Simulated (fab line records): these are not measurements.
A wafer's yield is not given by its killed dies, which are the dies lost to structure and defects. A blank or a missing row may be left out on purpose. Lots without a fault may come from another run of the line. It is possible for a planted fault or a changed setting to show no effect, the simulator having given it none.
Problem report, 8D (eight disciplines) form, completed by code    flow ritCmos    the parts of the form that need people (team, actions taken, sign-off) are left out

1. THE PROBLEM
CONTACT_TEOS_THK at RIT_CONTACT_THK_MEAS_01 reads a mean of 506 nm on 3 wafers of 2 lots; wafers without a fault read 400 nm with a standard deviation of 4.7. That is +23 standard deviations from the usual mean.
Seen first at day 5 16:56 on filmMetro-01, wafer L502.5. The record has a number at this step for 42 wafers belonging to 14 lots. Rule for "out", or "out of limits": more than 4 standard deviations from the usual mean. All remaining wafers that have a number are taken as sound.

2. WHAT IT IS AND WHAT IT IS NOT
question                     is                      is not
which readings at this step  CONTACT_TEOS_THK        -
which lots                   L502, L504              L490, L491, L492, L493, L494, L500, L505, L506, L507, L509, L512, L513
which wafers of those lots   L502.5, L504.3, L504.5  L502.2, L502.6, L504.1
read on which gauges         filmMetro-01            filmMetro-02, filmMetro-04
when                         from day 5 16:56        up to then (20 sound wafers); but 19 sound wafers of L504, L505, L506, L507, L509, L512, L513 came after

3. WHAT RULES OUT EACH SUSPECT
Counting: if a tool at a process step up to the reading ran every lot that is out, it stays a suspect. Sound lots after the first of them don't rule it out here, since some wafers of a struck lot are sound.
- the gauge at RIT_CONTACT_THK_MEAS_01: kept. All the wafers that are out were read on filmMetro-01, and no step on other tools shows them out.
- pecvd-01 at RIT_CONTACT_CVD_00 (deposits SiO2 from TEOS, target thk 400 nm, time 61 s): kept. Every lot that is out went through it, the first being L502 (day 5 16:53); the last sound lot it ran before that was L493 (day 3 18:13).
- pecvd-01, RIT_CONTACT_CVD_00: wafers that are out in chamber 0, sound lot-mates in chambers 1, 2.
The count leaves filmMetro-01 at RIT_CONTACT_THK_MEAS_01 and pecvd-01 at RIT_CONTACT_CVD_00.

4. THE CAUSE (what the simulator had put in)
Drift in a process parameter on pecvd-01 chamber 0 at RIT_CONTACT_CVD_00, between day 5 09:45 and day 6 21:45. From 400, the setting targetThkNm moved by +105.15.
2 suspects survive the count, and this tool is in that group.

5. THE CHAIN OF EFFECTS, in route order
One row per reading whose mean, taken over the struck wafers that have a number, lies over 3 standard deviations from the usual. Only readings for which the record gives a usual standard deviation are gone through. hours: the time from each lot's start at the first step in this table that gives one to its start at this step, as a median over the lots. sigmas: the change in usual standard deviations.
hours  step                     reading           usual   on struck wafers  change  sigmas
0      RIT_CONTACT_THK_MEAS_01  CONTACT_TEOS_THK  400 nm  506               +106    +23

6. HOW IT WOULD HAVE BEEN CAUGHT EARLIER
In this record the first reading out of limits at a measuring or inspecting step was taken at day 5 16:56, 7 hours after the fault began at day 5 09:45.
Tool readings at RIT_CONTACT_CVD_00 with a usual standard deviation given in the record: none out on any struck wafer, hence no alarm at a limit of 4 standard deviations on them.
Lots out: 2; of these, L504 started RIT_CONTACT_CVD_00 on pecvd-01 after day 5 16:56. Putting the tool on hold at that point would have spared it.
